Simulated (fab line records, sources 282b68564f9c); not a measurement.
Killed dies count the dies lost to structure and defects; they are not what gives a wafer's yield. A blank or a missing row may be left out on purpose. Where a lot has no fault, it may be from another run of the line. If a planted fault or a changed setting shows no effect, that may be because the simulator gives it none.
fab line records	flow ritCmos
record: lots: 13	wafers: 38	lastDay: 8
route steps=202 shown NSD@141 CONTACT@181 M1@184
lots that met no fault: taken from a fault-free run of the same line
startH: hours from the record's opening day to when the first of the lot's shown wafers began	waitH: hours since the lot's step before	" identical to the entry in the row above	L1.1+2: one row covering several wafers at once	- either no value or no given start	* or withheld: withheld	< > ~ a bound
route shown NAME@n: names a module that has steps shown in the file, with the first one's number in the route	usual: the fault-free wafers' mean and standard deviation	same: alike in all rows	chamber/n: place in a boat	sites: per-site readings	_std_site: the standard deviation of these	_edge_site: the outer-site mean with the inner-site mean subtracted	radiusMm: for every site, how far away it sits from the centre of the wafer	mask NAME#n: copy n	behind: the tool/chamber that last shaped the wafer	hold: why the lot went on hold/how many hours it stayed there/how the hold came to an end	device: which transistor (n, p or np) failed to switch	end of line: tests run on the same wafers once the route is complete	a step with no rows: only its recipe	killed: dies that structure and defects cost at the first sort, which is not the same as the wafer's yield	map: a wafer's dies, marking killed ones x, the rest . and places with no die _
set.NAME: the setting as run; set.NAME@STEP: as run at that earlier step	model.NAME: the simulator's own value behind a step, which no gauge read
the route's steps for a sample of lots (tables are steps, rows are wafers)
services: from which hour (startH, from the record's first day; less than 0 if before it) a tool's chamber was out of use, for how many hours, and why
== steps ==
step: RIT_NSD_TW_MEAS_10
usual: NSD_TW: 3123/32
lot.wafer	tool	chamber	startH	waitH	NSD_TW
L337.1	filmMetro-04	-	53.10	0.1	3118
L337.5	"	-	"	"	3130
L337.6	"	-	"	"	3111
L340.2	filmMetro-01	-	70.71	0.1	3160
L340.3	"	-	"	"	3169
L340.4	"	-	"	"	3157
L341.3	filmMetro-01	-	81.01	0.1	3165
L341.5	"	-	"	"	3208
L341.6	"	-	"	"	3183
L343.2	filmMetro-04	-	95.87	0.1	3118
L343.3	"	-	"	"	3130
L343.5	"	-	"	"	3136
L344.3	filmMetro-02	-	105.23	0.1	3103
L344.5	"	-	"	"	3081
L344.6	"	-	"	"	3104
L345.1	filmMetro-04	-	109.01	0.1	3108
L345.2	"	-	"	"	3111
L345.3	"	-	"	"	3103
L349.1	filmMetro-01	-	131.14	0.1	3158
L349.2	"	-	"	"	3152
L349.6	"	-	"	"	3155
L348.1	filmMetro-01	-	131.38	0.1	3157
L348.2	"	-	"	"	3151
L352.2	filmMetro-04	-	145.18	0.1	3112
L352.4	"	-	"	"	3125
L352.6	"	-	"	"	3104
L354.2	filmMetro-02	-	146.59	0.1	3079
L354.3	"	-	"	"	3084
L354.6	"	-	"	"	3079
L355.2	filmMetro-04	-	158.34	0.1	3104
L355.4	"	-	"	"	3124
L355.6	"	-	"	"	3129
L360.2	filmMetro-02	-	172.28	0.1	3076
L360.4	"	-	"	"	3100
L360.5	"	-	"	"	3097
L359.3	filmMetro-04	-	173.24	0.1	3109
L359.4	"	-	"	"	3107
L359.5	"	-	"	"	3103
step: RIT_CONTACT_CD_MEAS_90
recipe: targetCdNm: 1000
usual: cdNm: 1000.0/2.7
lot.wafer	tool	chamber	startH	waitH	cdNm
L337.1	cdSem-01	-	57.93	0.1	999.9
L337.5	"	-	"	"	1001.2
L337.6	"	-	"	"	1001.8
L340.2	cdSem-01	-	75.37	0.1	1005.4
L340.3	"	-	"	"	1001.9
L340.4	"	-	"	"	1003.3
L341.3	cdSem-01	-	85.82	0.1	1002.2
L341.5	"	-	"	"	1000.8
L341.6	"	-	"	"	1001.1
L343.2	cdSem-01	-	101.15	0.1	1002.8
L343.3	"	-	"	"	1004.2
L343.5	"	-	"	"	1002.9
L344.3	cdSem-01	-	110.04	0.1	999.6
L344.5	"	-	"	"	997.8
L344.6	"	-	"	"	1000.7
L345.1	cdSem-01	-	114.18	0.1	1001.8
L345.2	"	-	"	"	1002.5
L345.3	"	-	"	"	1003.5
L349.1	cdSem-02	-	136.74	0.1	999.7
L349.2	"	-	"	"	998.3
L349.6	"	-	"	"	998.7
L348.1	cdSem-01	-	136.99	0.1	999.4
L348.2	"	-	"	"	1000.4
L352.2	cdSem-01	-	150.02	0.1	997.1
L352.4	"	-	"	"	994.1
L352.6	"	-	"	"	997.2
L354.2	cdSem-01	-	152.26	0.1	998.8
L354.3	"	-	"	"	996.9
L354.6	"	-	"	"	999.3
L355.2	cdSem-02	-	163.52	0.1	1003.1
L355.4	"	-	"	"	1000.4
L355.6	"	-	"	"	999.4
L360.2	cdSem-01	-	176.95	0.1	1002.6
L360.4	"	-	"	"	1005.2
L360.5	"	-	"	"	1002.9
L359.3	cdSem-01	-	178.00	0.1	1002.3
L359.4	"	-	"	"	1004.4
L359.5	"	-	"	"	999.6
step: RIT_M1_SPUTTER_00
recipe: material: Al	targetThkNm: 400	powerW: 2000	chamberPressurePa: 0.4	gas: Ar	timeS: 500	substrateTempC: 25
usual: throttleValvePct: 30.3/1.2
lot.wafer	tool	chamber	startH	waitH	throttleValvePct
L337.1	pvdSputter-01	-	58.40	0.0	30.2
L337.5	"	-	"	"	30.2
L337.6	"	-	"	"	29.7
L340.2	pvdSputter-02	-	75.82	0.0	32.4
L340.3	"	-	"	"	29.3
L340.4	"	-	"	"	30.5
L341.3	pvdSputter-01	-	86.26	0.0	30.4
L341.5	"	-	"	"	31.1
L341.6	"	-	"	"	30.1
L343.2	pvdSputter-01	-	101.60	0.0	31.0
L343.3	"	-	"	"	30.0
L343.5	"	-	"	"	31.5
L344.3	pvdSputter-02	-	110.48	0.0	30.4
L344.5	"	-	"	"	30.0
L344.6	"	-	"	"	29.4
L345.1	pvdSputter-01	-	114.65	0.0	31.3
L345.2	"	-	"	"	28.9
L345.3	"	-	"	"	30.3
L349.1	pvdSputter-02	-	137.21	0.0	29.9
L349.2	"	-	"	"	30.5
L349.6	"	-	"	"	29.5
L348.1	pvdSputter-01	-	137.46	0.0	31.0
L348.2	"	-	"	"	28.9
L352.2	pvdSputter-02	-	150.50	0.0	29.4
L352.4	"	-	"	"	30.7
L352.6	"	-	"	"	32.9
L354.2	pvdSputter-03	-	152.74	0.0	30.1
L354.3	"	-	"	"	31.6
L354.6	"	-	"	"	31.6
L355.2	pvdSputter-02	-	163.97	0.0	30.1
L355.4	"	-	"	"	30.5
L355.6	"	-	"	"	29.5
L360.2	pvdSputter-02	-	177.40	0.0	30.1
L360.4	"	-	"	"	30.6
L360.5	"	-	"	"	30.2
L359.3	pvdSputter-03	-	178.43	0.0	31.5
L359.4	"	-	"	"	31.0
L359.5	"	-	"	"	27.7
step: RIT_M1_RS_MEAS_01
recipe: thkMeasGauge: four-point-probe	reads: Al_of_M1_SPUTTER_00
usual: M1_AL_RS: 0.0732/0.00076
lot.wafer	tool	chamber	startH	waitH	M1_AL_RS[ohm/sq]
L337.1	filmMetro-01	-	58.69	0.1	0.0747
L337.5	"	-	"	"	0.0749
L337.6	"	-	"	"	0.0753
L340.2	filmMetro-02	-	76.14	0.2	0.0716
L340.3	"	-	"	"	0.0724
L340.4	"	-	"	"	0.0725
L341.3	filmMetro-04	-	86.60	0.2	0.0732
L341.5	"	-	"	"	0.0738
L341.6	"	-	"	"	0.0736
L343.2	filmMetro-01	-	101.91	0.2	0.0721
L343.3	"	-	"	"	0.0719
L343.5	"	-	"	"	0.0724
L344.3	filmMetro-04	-	110.82	0.2	0.0725
L344.5	"	-	"	"	0.0727
L344.6	"	-	"	"	0.0724
L345.1	filmMetro-04	-	114.95	0.1	0.0743
L345.2	"	-	"	"	0.0738
L345.3	"	-	"	"	0.1948
L349.1	filmMetro-01	-	137.50	0.1	0.0731
L349.2	"	-	"	"	0.0736
L349.6	"	-	"	"	0.0738
L348.1	filmMetro-01	-	137.75	0.1	0.0738
L348.2	"	-	"	"	0.0740
L352.2	filmMetro-02	-	150.82	0.2	0.0723
L352.4	"	-	"	"	0.0723
L352.6	"	-	"	"	0.0723
L354.2	filmMetro-01	-	153.06	0.2	0.0725
L354.3	"	-	"	"	0.0725
L354.6	"	-	"	"	0.0724
L355.2	filmMetro-02	-	164.29	0.2	0.0731
L355.4	"	-	"	"	0.0732
L355.6	"	-	"	"	0.0732
L360.2	filmMetro-02	-	177.71	0.2	0.0740
L360.4	"	-	"	"	0.0743
L360.5	"	-	"	"	0.0742
L359.3	filmMetro-04	-	178.77	0.2	0.0733
L359.4	"	-	"	"	0.0728
L359.5	"	-	"	"	0.0732
step: RIT_M1_THK_MEAS_02
recipe: thkMeasGauge: xrf	reads: Al_of_M1_SPUTTER_00
usual: M1_AL_THK: 401/4.6
lot.wafer	tool	chamber	startH	waitH	M1_AL_THK[nm]
L337.1	filmMetro-01	-	58.81	0.1	394
L337.5	"	-	"	"	390
L337.6	"	-	"	"	390
L340.2	filmMetro-02	-	76.25	0.1	408
L340.3	"	-	"	"	401
L340.4	"	-	"	"	404
L341.3	filmMetro-04	-	86.70	0.1	402
L341.5	"	-	"	"	397
L341.6	"	-	"	"	399
L343.2	filmMetro-01	-	102.02	0.1	410
L343.3	"	-	"	"	409
L343.5	"	-	"	"	403
L344.3	filmMetro-04	-	110.92	0.1	407
L344.5	"	-	"	"	407
L344.6	"	-	"	"	408
L345.1	filmMetro-04	-	115.07	0.1	397
L345.2	"	-	"	"	399
L345.3	"	-	"	"	160
L349.1	filmMetro-01	-	137.62	0.1	403
L349.2	"	-	"	"	399
L349.6	"	-	"	"	399
L348.1	filmMetro-01	-	137.87	0.1	397
L348.2	"	-	"	"	396
L352.2	filmMetro-02	-	150.93	0.1	401
L352.4	"	-	"	"	402
L352.6	"	-	"	"	403
L354.2	filmMetro-01	-	153.17	0.1	405
L354.3	"	-	"	"	403
L354.6	"	-	"	"	404
L355.2	filmMetro-02	-	164.40	0.1	400
L355.4	"	-	"	"	398
L355.6	"	-	"	"	396
L360.2	filmMetro-02	-	177.82	0.1	396
L360.4	"	-	"	"	396
L360.5	"	-	"	"	396
L359.3	filmMetro-04	-	178.87	0.1	401
L359.4	"	-	"	"	405
L359.5	"	-	"	"	401
step: RIT_M1_OVL_MEAS_10
usual: M1_OVL: 0.7/1.4
lot.wafer	tool	chamber	startH	waitH	M1_OVL[nm]
L337.1	overlay-01	-	60.00	0.1	0.5
L337.5	"	-	"	"	2.0
L337.6	"	-	"	"	2.4
L340.2	overlay-02	-	77.30	0.1	2.1
L340.3	"	-	"	"	1.0
L340.4	"	-	"	"	1.1
L341.3	overlay-02	-	87.80	0.1	1.9
L341.5	"	-	"	"	-0.2
L341.6	"	-	"	"	1.5
L343.2	overlay-02	-	103.08	0.1	2.7
L343.3	"	-	"	"	1.7
L343.5	"	-	"	"	1.7
L344.3	overlay-02	-	112.10	0.1	-2.3
L344.5	"	-	"	"	0.4
L344.6	"	-	"	"	-2.1
L345.1	overlay-02	-	116.25	0.1	-0.6
L345.2	"	-	"	"	-1.2
L345.3	"	-	"	"	-1.4
L349.1	overlay-01	-	139.37	0.1	1.2
L349.2	"	-	"	"	-0.7
L349.6	"	-	"	"	-0.4
L348.1	overlay-01	-	139.96	0.1	1.6
L348.2	"	-	"	"	-0.3
L352.2	overlay-01	-	152.49	0.1	0.5
L352.4	"	-	"	"	0.8
L352.6	"	-	"	"	0.5
L354.2	overlay-02	-	154.35	0.1	1.0
L354.3	"	-	"	"	-0.2
L354.6	"	-	"	"	-1.7
L355.2	overlay-01	-	165.45	0.1	0.7
L355.4	"	-	"	"	0.9
L355.6	"	-	"	"	-1.3
L360.2	overlay-01	-	179.10	0.1	2.3
L360.4	"	-	"	"	0.9
L360.5	"	-	"	"	1.4
L359.3	overlay-01	-	179.92	0.1	0.1
L359.4	"	-	"	"	2.0
L359.5	"	-	"	"	0.4
step: RIT_M1_METAL_ETCH_12
recipe: stopOn: SiO2	chemistry: Cl2/BCl3	target: Al	timeS: 165	overEtchFrac: 0.5	pressureMtorr: 100	targetDepthA: 6000	rfW: 250	Cl2_flow_sccm: 60	bcl3FlowSccm: 50
usual: drypumpMotorCurrentA: 5.48/0.23	oesProductAu: 0.781/0.01	throttleValvePct: 8.20/0.14
lot.wafer	tool	chamber	startH	waitH	drypumpMotorCurrentA	oesProductAu	rfHoursCounterH	throttleValvePct
L337.1	rieMetal-02	0	60.28	0.2	5.58	0.772	0.4	8.20
L337.5	"	0	"	"	5.59	0.772	-	8.23
L337.6	"	1	"	"	5.42	0.775	-	8.05
L340.2	rieMetal-02	0	77.58	0.2	5.57	0.798	0.6	8.20
L340.3	"	0	"	"	5.55	0.783	-	8.20
L340.4	"	1	"	"	5.39	0.799	-	8.06
L341.3	rieMetal-03	0	88.13	0.2	5.17	0.780	-	8.43
L341.5	"	0	"	"	5.14	0.767	-	8.41
L341.6	"	1	"	"	5.52	0.785	-	8.03
L343.2	rieMetal-02	1	103.36	0.2	5.34	0.800	0.7	8.05
L343.3	"	1	"	"	5.35	0.795	-	8.04
L343.5	"	0	"	"	5.55	0.782	-	8.22
L344.3	rieMetal-03	0	112.73	0.2	5.15	0.785	-	8.41
L344.5	"	0	"	"	5.12	0.789	-	8.42
L344.6	"	1	"	"	5.52	0.791	-	8.02
L345.1	rieMetal-04	0	116.54	0.2	5.37	0.762	3.2	8.30
L345.2	"	1	"	"	5.88	0.784	2.9	8.18
L345.3	"	1	"	"	5.87	0.517	-	8.23
L349.1	rieMetal-04	1	140.09	0.2	5.90	0.786	3.1	8.19
L349.2	"	0	"	"	5.37	0.765	3.4	8.31
L349.6	"	1	"	"	5.90	0.776	-	8.18
L348.1	rieMetal-02	1	140.49	0.2	5.35	0.780	0.9	8.06
L348.2	"	0	"	"	5.56	0.777	1.3	8.22
L352.2	rieMetal-02	0	152.77	0.2	5.60	0.785	1.5	8.23
L352.4	"	0	"	"	5.59	0.796	-	8.21
L352.6	"	0	"	"	5.55	0.785	-	8.21
L354.2	rieMetal-03	0	154.63	0.2	5.15	0.788	5.2	8.41
L354.3	"	0	"	"	5.12	0.789	-	8.41
L354.6	"	1	"	"	5.54	0.790	-	8.00
L355.2	rieMetal-02	1	165.98	0.2	5.37	0.791	1.3	8.05
L355.4	"	1	"	"	5.37	0.797	-	8.05
L355.6	"	1	"	"	5.39	0.790	-	8.06
L360.2	rieMetal-03	0	179.38	0.2	5.14	0.777	5.6	8.42
L360.4	"	0	"	"	5.15	0.767	-	8.43
L360.5	"	1	"	"	5.50	0.781	-	8.02
L359.3	rieMetal-04	1	180.25	0.2	5.90	0.778	-	8.18
L359.4	"	0	"	"	5.36	0.774	-	8.29
L359.5	"	1	"	"	5.90	0.779	-	8.17
step: RIT_M1_PROBE_99
usual: killedAtContacts: 0.1/0.29	killedAtFrontEnd: 7/3.1	killedDies: 7/3.1	killedOpen: 3.4/1.9	killedShort: 3.6/2.1
same: grossDies: 264	killed_at_M0_to_M3: 0	killed_at_M4_up: 0	killedAtBackSide: 0	killedAtOther: 0
lot.wafer	tool	chamber	startH	waitH	killedAtContacts	killedAtFrontEnd	killedDies	killedOpen	killedShort
L343.2	prober-01	-	105.66	0.1	0	9	9	1	8
L343.3	prober-01	-	105.71	0.2	0	13	13	7	6
L343.5	prober-01	-	105.81	0.2	0	3	3	2	1
L345.3	prober-01	-	118.89	0.2	0	9	9	4	5
L349.1	prober-02	-	142.41	0.1	0	8	8	2	6
L349.2	prober-02	-	142.46	0.1	0	7	7	1	5
L349.6	prober-02	-	142.66	0.2	0	7	7	3	4
L354.2	prober-01	-	156.95	0.1	0	7	7	3	4
L354.3	prober-01	-	157.00	0.2	0	5	5	2	3
L354.6	prober-01	-	157.15	0.2	1	8	9	6	3
L355.2	prober-02	-	168.29	0.1	0	7	7	3	4
L355.4	prober-02	-	168.39	0.2	0	7	7	3	3
L355.6	prober-02	-	168.49	0.2	0	5	5	1	4
killed by level:class
L343.2 GATE:geometricParticle:short=7 FOX2:geometricParticle:short=1 GATE:geometricParticle:open=1
L343.3 GATE:geometricParticle:short=3 GATE:geometricParticle:open=3 SILICIDE:geometricParticle:open=2 FOX1:geometricParticle:short=1 REOX:geometricParticle:short=1 REOX:geometricParticle:open=1 SPACER:geometricParticle:open=1 SILICIDE:geometricParticle:short=1
L343.5 GATE:geometricParticle:open=1 REOX:geometricParticle:short=1 SILICIDE:geometricParticle:open=1
L345.3 REOX:geometricParticle:short=3 FOX2:geometricParticle:open=2 FOX1:geometricParticle:short=1 GATE:geometricParticle:open=1 GATE:geometricParticle:short=1 REOX:geometricParticle:open=1
L349.1 GATE:geometricParticle:short=3 SPACER:geometricParticle:short=2 FOX1:geometricParticle:open=1 FOX2:geometricParticle:short=1 GATE:geometricParticle:open=1
L349.2 FOX1:geometricParticle:short=2 FOX2:geometricParticle:short=1 GATE:geometricParticle:short=1 REOX:geometricParticle:short=1 SPACER:geometricParticle:open=1 PRETRO:coatMicrobubblePrinted=1
L349.6 GATE:geometricParticle:short=4 GATE:geometricParticle:open=3
L354.2 FOX2:geometricParticle:open=2 FOX2:geometricParticle:short=1 GATE:geometricParticle:short=1 SPACER:geometricParticle:open=1 SPACER:geometricParticle:short=1 SILICIDE:geometricParticle:short=1
L354.3 FOX2:geometricParticle:short=2 GATE:geometricParticle:short=1 GATE:geometricParticle:open=1 SILICIDE:geometricParticle:open=1
L354.6 GATE:geometricParticle:open=2 FOX1:geometricParticle:short=1 FOX1:geometricParticle:open=1 GATE:geometricParticle:short=1 REOX:geometricParticle:open=1 SPACER:geometricParticle:open=1 SILICIDE:geometricParticle:open=1 CONTACT:geometricParticle:short=1
L355.2 GATE:geometricParticle:open=3 FOX1:geometricParticle:short=2 GATE:geometricParticle:short=1 SPACER:geometricParticle:short=1
L355.4 GATE:geometricParticle:short=3 GATE:geometricParticle:open=2 REOX:geometricParticle:open=1 GATE:coatMicrobubblePrinted=1
L355.6 FOX2:geometricParticle:short=2 REOX:geometricParticle:short=2 GATE:geometricParticle:open=1
== services ==
tool	chamber	startH	hours	kind
pvdSputter-03	-	61.41	0.5	repair
pvdSputter-02	-	80.29	1.7	repair
rieMetal-03	1	96.52	6.4	repair
rieMetal-03	1	104.29	4.3	repair
rieMetal-02	1	122.41	6.6	repair
pvdSputter-03	-	126.12	4.2	repair
rieMetal-02	0	140.87	6.5	repair
rieMetal-02	-	146.03	2.8	pm
== key ==
firstSign: step: RIT_M1_RS_MEAS_01	reading: M1_AL_RS	direction: up	sigmas: 99+	usual: 0.0732	struck: 0.1948
effect: step: RIT_M1_THK_MEAS_02	reading: M1_AL_THK	direction: down	sigmas: 52	usual: 401	struck: 160
effect: step: RIT_M1_METAL_ETCH_12	reading: oesProductAu	direction: down	sigmas: 26	usual: 0.781	struck: 0.517
metAt RIT_M1_SPUTTER_00
struckLots L345
struckWafers L345.3
notActingAt RIT_NSD_TW_MEAS_10,RIT_CONTACT_CD_MEAS_90,RIT_M1_OVL_MEAS_10
onsetBetween 101.60 114.65
fault: kind: processParameterDrift	tool: pvdSputter-01	chamber: -	onsetH: 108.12	steps: RIT_M1_SPUTTER_00	channel: targetThkNm	offset: -238.15	shape: step	actsIn: theseRecipesOnly	stated: 400	scope: struckWafersOnly
